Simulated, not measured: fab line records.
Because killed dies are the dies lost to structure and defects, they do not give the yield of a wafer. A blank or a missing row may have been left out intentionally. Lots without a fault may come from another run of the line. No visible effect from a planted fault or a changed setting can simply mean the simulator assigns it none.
fab line records	flow rit-cmos
[record] lots = 7	wafers = 21	last-day = 7
route steps=202 shown GATE@89 REOX@98 NLDD@103 PLDD@114 SPACER@125 SDANNEAL@155 M1@202
lots that met no fault: from a run of the same line without faults
start-h: start of the lot's first displayed wafer, in hours after the record's first day	wait-h: how many hours have passed since the lot's step before this one	" identical to the entry in the row above	L1.1+2: several wafers, shown together as one row	- no value, or no start was given	* or withheld: withheld	< > ~ a bound
route shown NAME@n: a module of which the file shows steps, and the number in the route of the first	usual: mean and standard deviation over wafers with no fault	same: alike in all rows	chamber/n: place in a boat	sites: readings site by site	_std_site: the values' standard deviation	_edge_site: the outer-site mean with the inner-site mean subtracted	radius-mm: for every site, how far away it sits from the centre of the wafer	mask NAME#n: copy n	behind: the most recent tool/chamber to have shaped the wafer	hold: why the lot was held/for how many hours/how that ended	device: names the non-switching transistor (n, p or np)	end of line: the same wafers' tests at the end of the route	a step given without rows: its recipe and nothing more	killed: at the first sort, the dies lost to defects and structure; wafer yield is something else	map: shows each die of a wafer: x if killed, . if not, _ if none is there
set.NAME: the setting that was run; set.NAME@STEP: the one run at that earlier step	model.NAME: the simulator's own value behind a step, which no gauge read
lots at some steps of the route; a table a step, a row a wafer
services: when a tool's chamber went out of use (start-h, in hours from the record's first day, below 0 if earlier), for how many hours, and the reason
[[steps]]
[step RIT_GATE_EXPOSE_13]
[recipe] mask-id = M6	na = 0.6	source-shape = conventional	sigma-outer = 0.6	target-cd-nm = 150	dose-mj = 380
[step RIT_GATE_PEB_14]
[recipe] resist = NOVOLAK	temp-c = withheld	time-s = withheld
[step RIT_GATE_DEVELOP_15]
[recipe] resist = NOVOLAK	develop-time-s = 50	dev-temp-c = 23
[step RIT_GATE_CD_MEAS_16]
[recipe] target-cd-nm = 150
[usual] cd-nm = 149.4/1.9
lot.wafer	tool	chamber	start-h	wait-h	cd-nm
L988.1	cd-sem-02	-	42.17	-	150.9
L988.3	"	-	"	"	151.7
L988.4	"	-	"	"	149.8
L994.1	cd-sem-02	-	70.96	-	150.8
L994.2	"	-	"	"	151.0
L994.5	"	-	"	"	152.1
L995.4	cd-sem-01	-	84.36	-	149.6
L995.5	"	-	"	"	148.9
L995.6	"	-	"	"	149.9
L997.3	cd-sem-01	-	92.54	-	145.7
L997.4	"	-	"	"	148.8
L997.6	"	-	"	"	147.9
L999.1	cd-sem-01	-	99.49	-	148.4
L999.4	"	-	"	"	148.4
L999.5	"	-	"	"	150.9
L100.1	cd-sem-01	-	101.92	-	149.3
L100.2	"	-	"	"	149.4
L100.6	"	-	"	"	147.9
L108.3	cd-sem-01	-	148.13	-	147.2
L108.4	"	-	"	"	146.7
L108.5	"	-	"	"	151.1
[step RIT_GATE_OVL_MEAS_17]
[usual] GATE_OVL = -0.2/1.3
lot.wafer	tool	chamber	start-h	wait-h	GATE_OVL[nm]
L988.1	overlay-02	-	42.29	0.1	0.3
L988.3	"	-	"	"	-0.4
L988.4	"	-	"	"	-1.3
L994.1	overlay-02	-	71.08	0.1	-1.1
L994.2	"	-	"	"	-3.0
L994.5	"	-	"	"	-2.1
L995.4	overlay-02	-	84.44	0.1	3.8
L995.5	"	-	"	"	1.8
L995.6	"	-	"	"	1.2
L997.3	overlay-01	-	92.63	0.1	0.4
L997.4	"	-	"	"	0.7
L997.6	"	-	"	"	0.1
L999.1	overlay-02	-	99.61	0.1	-2.2
L999.4	"	-	"	"	-0.5
L999.5	"	-	"	"	-2.1
L100.1	overlay-01	-	102.04	0.1	0.1
L100.2	"	-	"	"	-0.9
L100.6	"	-	"	"	-0.5
L108.3	overlay-01	-	148.22	0.1	0.8
L108.4	"	-	"	"	0.3
L108.5	"	-	"	"	-1.1
[step RIT_GATE_HARDBAKE_18]
[recipe] resist = NOVOLAK	temp-c = 140	time-s = 60
[step RIT_GATE_ETCH_19]
[recipe] chemistry = SF6/CHF3/O2	time-s = 165	SF6_flow_sccm = 30	CHF3_flow_sccm = 30	O2_flow_sccm = 5	target = poly-Si	pressure-mtorr = 40	rf-w = 166.1	target-depth-a = 3125	over-etch-frac = 0.25	stop-on = SiO2
[usual] SF6_flow_sccm = 30.00/0.084	drypump-motor-current-A = 5.8/0.49	oes-product-au = 0.849/0.011	throttle-valve-pct = 10.20/0.1
lot.wafer	tool	chamber	start-h	wait-h	SF6_flow_sccm	drypump-motor-current-A	oes-product-au	rf-hours-counter-h	throttle-valve-pct
L988.1	rie-si-01	2	42.52	0.1	30.10	5.6	0.846	157	10.11
L988.3	"	1	"	"	30.02	5.7	0.837	2	10.23
L988.4	"	1	"	"	29.95	5.7	0.839	-	10.23
L994.1	rie-si-02	0	71.27	0.1	29.93	5.2	0.847	86	10.20
L994.2	"	3	"	"	29.86	5.0	0.848	95	10.20
L994.5	"	1	"	"	29.93	6.5	0.848	-	10.15
L995.4	rie-si-02	3	84.61	0.1	30.07	5.0	0.850	95	10.21
L995.5	"	1	"	"	29.85	6.4	0.854	-	10.16
L995.6	"	0	"	"	30.10	5.2	0.844	-	10.20
L997.3	rie-si-01	3	92.80	0.1	29.96	5.5	0.850	1	10.14
L997.4	"	1	"	"	29.97	5.6	0.841	-	10.22
L997.6	"	3	"	"	29.95	5.5	0.847	-	10.15
L999.1	rie-si-01	0	99.80	0.1	29.90	6.3	0.837	0	10.47
L999.4	"	3	"	"	30.10	5.5	0.859	-	10.15
L999.5	"	0	"	"	30.00	6.3	0.839	-	10.47
L100.1	rie-si-02	2	102.22	0.1	30.03	6.2	0.861	89	10.14
L100.2	"	0	"	"	29.98	5.2	0.855	87	10.22
L100.6	"	1	"	"	30.06	6.5	0.846	-	10.14
L108.3	rie-si-02	0	148.40	0.1	29.99	5.2	0.863	87	10.20
L108.4	"	0	"	"	30.02	5.2	0.854	-	10.21
L108.5	"	2	"	"	30.01	6.2	0.863	-	10.17
[step RIT_GATE_STRIP_20]
[recipe] chemistry = O2	time-s = 180	resist = NOVOLAK	platen-temp-c = withheld	power-w = 500	pressure-mtorr = 4000	o2-flow-sccm = 4000
[usual] drypump-motor-current-A = 5.9/0.4
lot.wafer	tool	chamber	start-h	wait-h	drypump-motor-current-A	rf-hours-counter-h
L988.1	plasma-asher-03	0	42.62	0.1	6.1	24
L988.3	"	1	"	"	5.4	-
L988.4	"	0	"	"	6.2	-
L994.1	plasma-asher-03	0	71.38	0.1	6.2	27
L994.2	"	1	"	"	5.4	27
L994.5	"	0	"	"	6.1	-
L995.4	plasma-asher-04	1	84.77	0.1	6.2	-
L995.5	"	1	"	"	6.1	-
L995.6	"	0	"	"	5.1	-
L997.3	plasma-asher-03	0	92.97	0.1	6.1	-
L997.4	"	1	"	"	5.4	-
L997.6	"	1	"	"	5.5	-
L999.1	plasma-asher-03	0	99.91	0.1	6.1	31
L999.4	"	0	"	"	6.1	-
L999.5	"	0	"	"	6.2	-
L100.1	plasma-asher-04	0	102.33	0.1	5.1	48
L100.2	"	1	"	"	6.1	48
L100.6	"	0	"	"	5.1	-
L108.3	plasma-asher-02	1	148.56	0.1	6.1	-
L108.4	"	0	"	"	6.1	-
L108.5	"	1	"	"	6.1	-
[step RIT_GATE_CD_MEAS_90]
[recipe] target-cd-nm = 150
[usual] cd-nm = 149.3/1.8
lot.wafer	tool	chamber	start-h	wait-h	cd-nm
L988.1	cd-sem-02	-	42.80	0.1	150.7
L988.3	"	-	"	"	151.2
L988.4	"	-	"	"	149.9
L994.1	cd-sem-01	-	71.55	0.1	150.4
L994.2	"	-	"	"	151.1
L994.5	"	-	"	"	152.1
L995.4	cd-sem-02	-	84.95	0.1	149.6
L995.5	"	-	"	"	148.9
L995.6	"	-	"	"	149.6
L997.3	cd-sem-02	-	93.12	0.1	145.9
L997.4	"	-	"	"	148.6
L997.6	"	-	"	"	147.9
L999.1	cd-sem-02	-	100.08	0.1	148.3
L999.4	"	-	"	"	148.6
L999.5	"	-	"	"	150.5
L100.1	cd-sem-02	-	102.51	0.1	149.3
L100.2	"	-	"	"	149.6
L100.6	"	-	"	"	147.7
L108.3	cd-sem-01	-	148.72	0.1	146.9
L108.4	"	-	"	"	146.7
L108.5	"	-	"	"	150.7
[step RIT_REOX_CLEAN_00]
[recipe] chemistry = SC1	mix = 3:3:50	time-s = 600	temp-c = 75
[step RIT_REOX_CLEAN_01]
[recipe] chemistry = dHF	dilution = 50:1	time-s = 30
[step RIT_REOX_CLEAN_02]
[recipe] chemistry = SC2	mix = 3:3:50	time-s = 600	temp-c = 75	dry = n2-spin
[step RIT_REOX_OXIDATION_03]
[recipe] temp-c = 900	ambient = O2	target-thk-a = 252	ox-time-s = 5580
lot.wafer	tool	chamber	start-h	wait-h	model.SiO2_of_REOX_OXIDATION_03.thk-nm	model.poly-Si_of_GATE_CVD_08.thk-nm
L988.1	furnace-03	0	45.06	1.8	25.4	231.1
L988.3	"	0	"	"	25.63	230.6
L988.4	"	0	"	"	25.42	229.7
L994.1	furnace-01	0	73.40	1.3	24.8	233.7
L994.2	"	0	"	"	24.53	235.2
L994.5	"	0	"	"	25.04	234.9
L995.4	furnace-01	0	87.75	2.4	14.29	239.8
L995.5	"	0	"	"	14.73	239.5
L995.6	"	0	"	"	14.49	238
L997.3	furnace-04	0	94.86	1.3	25.02	230.3
L997.4	"	0	"	"	25.76	232.4
L997.6	"	0	"	"	25.89	229.7
L999.1	furnace-01	0	103.98	3.4	13.95	237.2
L999.4	"	0	"	"	14.52	238.7
L999.5	"	0	"	"	14.32	237.7
L100.1	furnace-01	0	103.98	1.0	14.49	236.7
L100.2	"	0	"	"	14.73	238.6
L100.6	"	0	"	"	15.25	237.9
L108.3	furnace-03	0	149.33	0.1	24.85	236.5
L108.4	"	0	"	"	24.84	234.9
L108.5	"	0	"	"	24.55	235.5
[step RIT_REOX_THK_MEAS_04]
[recipe] reads = SiO2_of_REOX_OXIDATION_03
[usual] REOX_OXIDE_THK = 25.2/0.46
lot.wafer	tool	chamber	start-h	wait-h	REOX_OXIDE_THK[nm]
L988.1	film-metro-02	-	47.61	0.0	25.4
L988.3	"	-	"	"	25.6
L988.4	"	-	"	"	25.4
L994.1	film-metro-01	-	75.95	0.0	24.8
L994.2	"	-	"	"	24.5
L994.5	"	-	"	"	25.0
L995.4	film-metro-01	-	90.33	0.0	14.3
L995.5	"	-	"	"	14.7
L995.6	"	-	"	"	14.5
L997.3	film-metro-02	-	97.43	0.0	25.0
L997.4	"	-	"	"	25.8
L997.6	"	-	"	"	25.9
L999.1	film-metro-02	-	106.53	0.0	14.0
L999.4	"	-	"	"	14.5
L999.5	"	-	"	"	14.4
L100.1	film-metro-04	-	106.53	0.0	14.5
L100.2	"	-	"	"	14.7
L100.6	"	-	"	"	15.2
L108.3	film-metro-01	-	151.90	0.0	24.9
L108.4	"	-	"	"	24.8
L108.5	"	-	"	"	24.6
[step RIT_NLDD_HMDS_00]
[recipe] prime-time-s = 60	prime-temp-c = 140
[step RIT_NLDD_COAT_01]
[recipe] resist = NOVOLAK	spin-rpm = 3250	resist-thk-nm = 1000
[step RIT_NLDD_SOFTBAKE_02]
[recipe] resist = NOVOLAK	temp-c = 90	time-s = 60
[step RIT_NLDD_EXPOSE_03]
[recipe] mask-id = M7	na = 0.57	target-cd-nm = 40700	dose-mj = 250
[step RIT_NLDD_PEB_04]
[recipe] resist = NOVOLAK	temp-c = withheld	time-s = withheld
[step RIT_NLDD_DEVELOP_05]
[recipe] resist = NOVOLAK	develop-time-s = 50	dev-temp-c = 23
[step RIT_NLDD_OVL_MEAS_06]
[usual] NLDD_OVL = 0.3/1.4
lot.wafer	tool	chamber	start-h	wait-h	NLDD_OVL[nm]
L988.1	overlay-01	-	48.52	-	0.3
L988.3	"	-	"	"	-3.5
L988.4	"	-	"	"	-1.0
L994.1	overlay-02	-	76.98	-	-1.5
L994.2	"	-	"	"	0.1
L994.5	"	-	"	"	1.3
L995.4	overlay-02	-	91.44	-	1.0
L995.5	"	-	"	"	0.3
L995.6	"	-	"	"	-0.6
L997.3	overlay-01	-	98.33	-	0.1
L997.4	"	-	"	"	0.1
L997.6	"	-	"	"	-0.9
L999.1	overlay-02	-	107.56	-	-0.2
L999.4	"	-	"	"	-1.8
L999.5	"	-	"	"	-0.9
L100.1	overlay-01	-	107.81	-	4.0
L100.2	"	-	"	"	1.2
L100.6	"	-	"	"	2.6
L108.3	overlay-01	-	153.11	-	0.4
L108.4	"	-	"	"	-0.5
L108.5	"	-	"	"	-1.0
[step RIT_NLDD_HARDBAKE_07]
[recipe] resist = NOVOLAK	temp-c = 140	time-s = 60
[step RIT_NLDD_IMPLANT_08]
[recipe] species = P	energy-kev = 20	dose-cm2 = 5e+14	tilt-deg = 7
[step RIT_NLDD_STRIP_09]
[recipe] chemistry = O2	time-s = 180	resist = NOVOLAK	platen-temp-c = withheld	power-w = 500	pressure-mtorr = 4000	o2-flow-sccm = 4000
[usual] drypump-motor-current-A = 5.9/0.38
lot.wafer	tool	chamber	start-h	wait-h	drypump-motor-current-A	rf-hours-counter-h
L988.1	plasma-asher-03	1	48.85	0.1	5.4	25
L988.3	"	0	"	"	6.1	-
L988.4	"	1	"	"	5.4	-
L994.1	plasma-asher-02	1	77.32	0.1	6.1	41
L994.2	"	0	"	"	6.1	41
L994.5	"	1	"	"	6.2	-
L995.4	plasma-asher-03	1	91.82	0.1	5.4	-
L995.5	"	0	"	"	6.1	-
L995.6	"	1	"	"	5.4	-
L997.3	plasma-asher-03	1	98.72	0.1	5.4	-
L997.4	"	0	"	"	6.2	-
L997.6	"	0	"	"	6.1	-
L999.1	plasma-asher-03	0	107.90	0.1	6.1	31
L999.4	"	0	"	"	6.1	-
L999.5	"	1	"	"	5.5	-
L100.1	plasma-asher-02	0	108.14	0.1	6.1	44
L100.2	"	1	"	"	6.1	44
L100.6	"	0	"	"	6.0	-
L108.3	plasma-asher-02	0	153.74	0.1	6.1	-
L108.4	"	1	"	"	6.1	-
L108.5	"	0	"	"	6.1	-
[step RIT_NLDD_TW_MEAS_10]
[usual] NLDD_TW = 2495/20
lot.wafer	tool	chamber	start-h	wait-h	NLDD_TW
L988.1	film-metro-01	-	49.03	0.1	2466
L988.3	"	-	"	"	2472
L988.4	"	-	"	"	2473
L994.1	film-metro-03	-	77.49	0.1	2538
L994.2	"	-	"	"	2542
L994.5	"	-	"	"	2547
L995.4	film-metro-02	-	91.96	0.1	2498
L995.5	"	-	"	"	2484
L995.6	"	-	"	"	2491
L997.3	film-metro-03	-	98.85	0.1	2513
L997.4	"	-	"	"	2523
L997.6	"	-	"	"	2516
L999.1	film-metro-02	-	108.08	0.1	2474
L999.4	"	-	"	"	2498
L999.5	"	-	"	"	2493
L100.1	film-metro-02	-	108.32	0.1	2510
L100.2	"	-	"	"	2490
L100.6	"	-	"	"	2503
L108.3	film-metro-03	-	153.87	0.1	2514
L108.4	"	-	"	"	2507
L108.5	"	-	"	"	2512
[step RIT_PLDD_HMDS_00]
[recipe] prime-time-s = 60	prime-temp-c = 140
[step RIT_PLDD_COAT_01]
[recipe] resist = NOVOLAK	spin-rpm = 3324	resist-thk-nm = 1000
[step RIT_PLDD_SOFTBAKE_02]
[recipe] resist = NOVOLAK	temp-c = 90	time-s = 60
[step RIT_PLDD_EXPOSE_03]
[recipe] mask-id = M8	na = 0.57	target-cd-nm = 40900	dose-mj = 250
[step RIT_PLDD_PEB_04]
[recipe] resist = NOVOLAK	temp-c = withheld	time-s = withheld
[step RIT_PLDD_DEVELOP_05]
[recipe] resist = NOVOLAK	develop-time-s = 50	dev-temp-c = 23
[step RIT_PLDD_OVL_MEAS_06]
[usual] PLDD_OVL = -0.2/1.4
lot.wafer	tool	chamber	start-h	wait-h	PLDD_OVL[nm]
L988.1	overlay-01	-	49.94	-	0.0
L988.3	"	-	"	"	2.5
L988.4	"	-	"	"	1.0
L994.1	overlay-02	-	78.69	-	-1.5
L994.2	"	-	"	"	-1.8
L994.5	"	-	"	"	-2.2
L995.4	overlay-01	-	93.10	-	1.3
L995.5	"	-	"	"	1.3
L995.6	"	-	"	"	2.0
L997.3	overlay-01	-	99.75	-	1.0
L997.4	"	-	"	"	-1.6
L997.6	"	-	"	"	0.9
L999.1	overlay-01	-	109.11	-	-0.5
L999.4	"	-	"	"	-0.7
L999.5	"	-	"	"	-1.8
L100.1	overlay-02	-	109.35	-	0.7
L100.2	"	-	"	"	-0.6
L100.6	"	-	"	"	-0.3
L108.3	overlay-02	-	154.90	-	0.4
L108.4	"	-	"	"	-1.9
L108.5	"	-	"	"	0.1
[step RIT_PLDD_HARDBAKE_07]
[recipe] resist = NOVOLAK	temp-c = 140	time-s = 60
[step RIT_PLDD_IMPLANT_08]
[recipe] species = BF2	energy-kev = 20	dose-cm2 = 9e+14	tilt-deg = 7
[step RIT_PLDD_STRIP_09]
[recipe] chemistry = O2	time-s = 180	resist = NOVOLAK	platen-temp-c = withheld	power-w = 500	pressure-mtorr = 4000	o2-flow-sccm = 4000
[usual] drypump-motor-current-A = 5.7/0.51
lot.wafer	tool	chamber	start-h	wait-h	drypump-motor-current-A	rf-hours-counter-h
L988.1	plasma-asher-01	0	50.27	0.1	5.0	41
L988.3	"	0	"	"	5.0	-
L988.4	"	1	"	"	6.4	-
L994.1	plasma-asher-03	1	79.03	0.1	5.4	28
L994.2	"	0	"	"	6.1	28
L994.5	"	1	"	"	5.4	-
L995.4	plasma-asher-04	0	93.48	0.1	5.1	-
L995.5	"	1	"	"	6.2	-
L995.6	"	0	"	"	5.1	-
L997.3	plasma-asher-04	1	100.14	0.1	6.2	-
L997.4	"	0	"	"	5.1	-
L997.6	"	1	"	"	6.2	-
L999.1	plasma-asher-03	1	109.45	0.1	5.4	32
L999.4	"	0	"	"	6.1	-
L999.5	"	1	"	"	5.4	-
L100.1	plasma-asher-03	1	109.69	0.1	5.4	32
L100.2	"	0	"	"	6.1	32
L100.6	"	0	"	"	6.1	-
L108.3	plasma-asher-03	1	155.28	0.1	5.5	-
L108.4	"	0	"	"	6.2	-
L108.5	"	1	"	"	5.4	-
[step RIT_PLDD_TW_MEAS_10]
[usual] PLDD_TW = 2356/20
lot.wafer	tool	chamber	start-h	wait-h	PLDD_TW
L988.1	film-metro-02	-	50.45	0.1	2384
L988.3	"	-	"	"	2378
L988.4	"	-	"	"	2365
L994.1	film-metro-03	-	79.20	0.1	2386
L994.2	"	-	"	"	2390
L994.5	"	-	"	"	2398
L995.4	film-metro-02	-	93.63	0.1	2351
L995.5	"	-	"	"	2348
L995.6	"	-	"	"	2339
L997.3	film-metro-02	-	100.27	0.1	2366
L997.4	"	-	"	"	2360
L997.6	"	-	"	"	2358
L999.1	film-metro-02	-	109.62	0.1	2352
L999.4	"	-	"	"	2348
L999.5	"	-	"	"	2360
L100.1	film-metro-01	-	109.86	0.1	2327
L100.2	"	-	"	"	2324
L100.6	"	-	"	"	2333
L108.3	film-metro-01	-	155.42	0.1	2335
L108.4	"	-	"	"	2321
L108.5	"	-	"	"	2335
[step RIT_SPACER_CLEAN_00]
[recipe] chemistry = SC1	mix = 3:3:50	time-s = 600	temp-c = 75
lot.wafer	tool	chamber	start-h	wait-h	model.SiO2_of_REOX_OXIDATION_03.thk-nm
L988.1	wet-bench-04	2	50.51	0.1	23.41
L988.3	"	2	"	"	23.63
L988.4	"	2	"	"	23.43
L994.1	wet-bench-02	2	79.26	0.1	22.92
L994.2	"	2	"	"	22.66
L994.5	"	2	"	"	23.13
L995.4	wet-bench-04	0	93.66	0.0	13.19
L995.5	"	0	"	"	13.59
L995.6	"	0	"	"	13.37
L997.3	wet-bench-03	0	100.31	0.0	23.1
L997.4	"	0	"	"	23.8
L997.6	"	0	"	"	23.9
L999.1	wet-bench-04	2	109.68	0.1	12.88
L999.4	"	2	"	"	13.41
L999.5	"	2	"	"	13.23
L100.1	wet-bench-02	3	109.92	0.1	13.37
L100.2	"	3	"	"	13.6
L100.6	"	3	"	"	14.07
L108.3	wet-bench-03	1	155.46	0.0	22.95
L108.4	"	1	"	"	22.93
L108.5	"	1	"	"	22.67
[step RIT_SPACER_CLEAN_01]
[recipe] chemistry = dHF	dilution = 50:1	time-s = 29.54
[step RIT_SPACER_CLEAN_02]
[recipe] chemistry = SC2	mix = 3:3:50	time-s = 600	temp-c = 75	dry = n2-spin
[step RIT_SPACER_CVD_03]
[recipe] material = Si3N4	target-thk-nm = 250	temp-c = 810	precursor = SiH2Cl2/NH3	time-s = 3300	pressure-mtorr = 300	sih2cl2-flow-sccm = 60	nh3-flow-sccm = 150
[step RIT_SPACER_THK_MEAS_04]
[recipe] reads = Si3N4_of_SPACER_CVD_03
[usual] SPACER_NITRIDE_THK = 250.2/2.4
lot.wafer	tool	chamber	start-h	wait-h	SPACER_NITRIDE_THK[nm]
L988.1	film-metro-03	-	52.79	0.0	253.1
L988.3	"	-	"	"	250.3
L988.4	"	-	"	"	253.0
L994.1	film-metro-03	-	82.52	0.0	248.0
L994.2	"	-	"	"	248.0
L994.5	"	-	"	"	248.7
L995.4	film-metro-02	-	98.39	0.0	252.9
L995.5	"	-	"	"	251.8
L995.6	"	-	"	"	252.7
L997.3	film-metro-02	-	104.13	0.0	249.2
L997.4	"	-	"	"	251.9
L997.6	"	-	"	"	249.7
L999.1	film-metro-03	-	114.97	0.0	250.0
L999.4	"	-	"	"	248.7
L999.5	"	-	"	"	249.4
L100.1	film-metro-04	-	114.97	0.0	253.2
L100.2	"	-	"	"	251.0
L100.6	"	-	"	"	251.3
L108.3	film-metro-04	-	158.63	0.0	252.9
L108.4	"	-	"	"	252.6
L108.5	"	-	"	"	252.8
[step RIT_SPACER_ETCHBACK_05]
[recipe] target-depth-a = 2500	SF6_flow_sccm = 30	CHF3_flow_sccm = 30	target = Si3N4	chemistry = SF6/CHF3	pressure-mtorr = 40	rf-w = 250	time-s = 240	stop-on = SiO2
[usual] SF6_flow_sccm = 29.99/0.079	drypump-motor-current-A = 5.6/0.49	oes-product-au = 0.842/0.013	throttle-valve-pct = 10.27/0.11
lot.wafer	tool	chamber	start-h	wait-h	SF6_flow_sccm	drypump-motor-current-A	oes-product-au	rf-hours-counter-h	throttle-valve-pct
L988.1	rie-diel-04	0	52.85	0.1	30.05	6.1	0.832	34	10.35
L988.3	"	3	"	"	30.05	5.6	0.835	95	10.29
L988.4	"	1	"	"	29.90	5.2	0.836	50	10.30
L994.1	rie-diel-01	0	82.58	0.1	30.08	6.2	0.857	93	10.50
L994.2	"	3	"	"	29.90	5.8	0.861	1	10.23
L994.5	"	2	"	"	29.92	5.5	0.839	-	10.11
L995.4	rie-diel-01	1	98.42	0.0	30.06	5.8	0.848	148	10.45
L995.5	"	0	"	"	29.94	6.1	0.863	-	10.48
L995.6	"	1	"	"	30.04	5.8	0.845	-	10.46
L997.3	rie-diel-04	0	104.17	0.0	30.06	6.1	0.816	34	10.34
L997.4	"	3	"	"	29.96	5.5	0.837	96	10.28
L997.6	"	1	"	"	30.03	5.2	0.833	-	10.28
L999.1	rie-diel-04	1	115.03	0.1	30.09	5.2	0.835	51	10.28
L999.4	"	0	"	"	29.92	6.0	0.826	35	10.35
L999.5	"	0	"	"	30.02	6.1	0.826	-	10.37
L100.1	rie-diel-01	2	115.03	0.1	30.01	5.5	0.845	15	10.09
L100.2	"	1	"	"	29.87	5.8	0.833	148	10.45
L100.6	"	1	"	"	30.05	5.8	0.852	-	10.42
L108.3	rie-diel-04	1	158.67	0.0	30.03	5.2	0.843	52	10.30
L108.4	"	0	"	"	29.97	6.1	0.835	36	10.35
L108.5	"	1	"	"	29.90	5.2	0.843	-	10.30
[step RIT_SDANNEAL_CLEAN_02]
[recipe] chemistry = SC2	mix = 3:3:50	time-s = 600	temp-c = 75	dry = n2-spin
lot.wafer	tool	chamber	start-h	wait-h	model.poly-Si_of_GATE_CVD_08.thk-nm
L988.1	wet-bench-04	3	56.18	0.0	161.9
L988.3	"	3	"	"	160
L988.4	"	3	"	"	160.3
L994.1	wet-bench-02	3	86.20	0.0	163.9
L994.2	"	3	"	"	164.9
L994.5	"	3	"	"	165
L995.4	wet-bench-04	1	101.73	0.0	168.8
L995.5	"	1	"	"	169.9
L995.6	"	1	"	"	168.3
L997.3	wet-bench-04	1	107.52	0.0	160.6
L997.4	"	1	"	"	161.7
L997.6	"	1	"	"	160.1
L999.1	wet-bench-04	0	118.37	0.0	167.2
L999.4	"	0	"	"	168.7
L999.5	"	0	"	"	168.3
L100.1	wet-bench-04	1	118.84	0.0	167.6
L100.2	"	1	"	"	168.5
L100.6	"	1	"	"	167.2
L108.3	wet-bench-01	1	162.50	0.0	166.4
L108.4	"	1	"	"	164.8
L108.5	"	1	"	"	164.9
[step RIT_M1_PROBE_99]
[usual] killed-at-front-end = 7/3.1	killed-dies = 7/3.1	killed-open = 3.6/2.2	killed-short = 3.4/2.1
[same] gross-dies = 264	killed_at_M0_to_M3 = 0	killed_at_M4_up = 0	killed-at-back-side = 0	killed-at-contacts = 0	killed-at-other = 0
lot.wafer	tool	chamber	start-h	wait-h	killed-at-front-end	killed-dies	killed-open	killed-short
L100.1	prober-01	-	127.62	0.1	8	8	5	3
L100.2	prober-01	-	127.67	0.1	3	3	1	2
L100.6	prober-01	-	127.87	0.2	2	2	0	2
// killed by level:class
L100.1 SPACER:geometric-particle:open=3 SILICIDE:geometric-particle:open=2 FOX1:geometric-particle:short=1 GATE:geometric-particle:short=1 SILICIDE:geometric-particle:short=1
L100.2 FOX1:geometric-particle:short=1 FOX2:geometric-particle:short=1 GATE:geometric-particle:open=1
L100.6 SILICIDE:geometric-particle:short=2
[[services]]
tool	chamber	start-h	hours	kind
rie-diel-04	0	21.92	3.9	repair
rie-si-01	0	26.92	-	clean
rie-si-01	0	26.92	21.1	scheduled-down
rie-si-01	0	26.92	21.1	vent-cycle
rie-diel-01	-	33.21	2.8	pm
plasma-asher-02	-	34.74	1.7	repair
rie-diel-01	2	37.48	6.7	repair
plasma-asher-01	-	38.09	5.4	repair
rie-diel-04	3	60.48	3.4	repair
rie-diel-01	0	64.56	14.7	repair
plasma-asher-02	-	68.80	1.6	repair
rie-si-01	-	87.12	2.8	pm
furnace-04	-	97.41	6.8	pm
plasma-asher-01	-	100.24	14.6	pm
plasma-asher-03	-	103.58	2.8	pm
plasma-asher-02	-	108.75	9.0	pm
plasma-asher-02	0	108.75	9.0	vent-cycle
plasma-asher-02	1	108.75	9.0	vent-cycle
plasma-asher-02	0	117.75	-	clean
plasma-asher-02	1	117.75	-	clean
furnace-03	-	138.93	3.1	pm
furnace-01	-	143.87	16.0	pm
rie-si-02	1	145.58	6.2	repair
furnace-01	-	159.84	3.8	pm
[[key]]
[first-sign] step = RIT_REOX_THK_MEAS_04	reading = REOX_OXIDE_THK	direction = down	sigmas = 23	usual = 25.2	struck = 14.5
effect none on later readings
[model-effect] step = RIT_REOX_OXIDATION_03	value = SiO2_of_REOX_OXIDATION_03.thk-nm	without = 24.89	struck = 14.53
[model-effect] step = RIT_SPACER_CLEAN_00	value = SiO2_of_REOX_OXIDATION_03.thk-nm	without = 22.97	struck = 13.41
[model-effect] step = RIT_SDANNEAL_CLEAN_02	value = poly-Si_of_GATE_CVD_08.thk-nm	without = 163.1	struck = 168.3
met-at RIT_REOX_OXIDATION_03
struck-wafers L995.4,L995.5,L995.6,L999.1,L999.4,L999.5,L100.1,L100.2,L100.6
tester-left-out L995,L999,L100
onset-between 73.40 87.75
[fault] kind = process-parameter-drift	tool = furnace-01	chamber = -	onset-h = 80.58	steps = RIT_REOX_OXIDATION_03	channel = ox-time-s	offset = *	shape = step	end-h = 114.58	acts-in = *	stated = *
// tester-left-out: of these lots the tester's yield and bins aren't shown, on N5 and GAA mostly nor the transistor test; their killed dies are dies lost to structure and defects alone, not to doping, threshold or leakage, so they don't give the yield
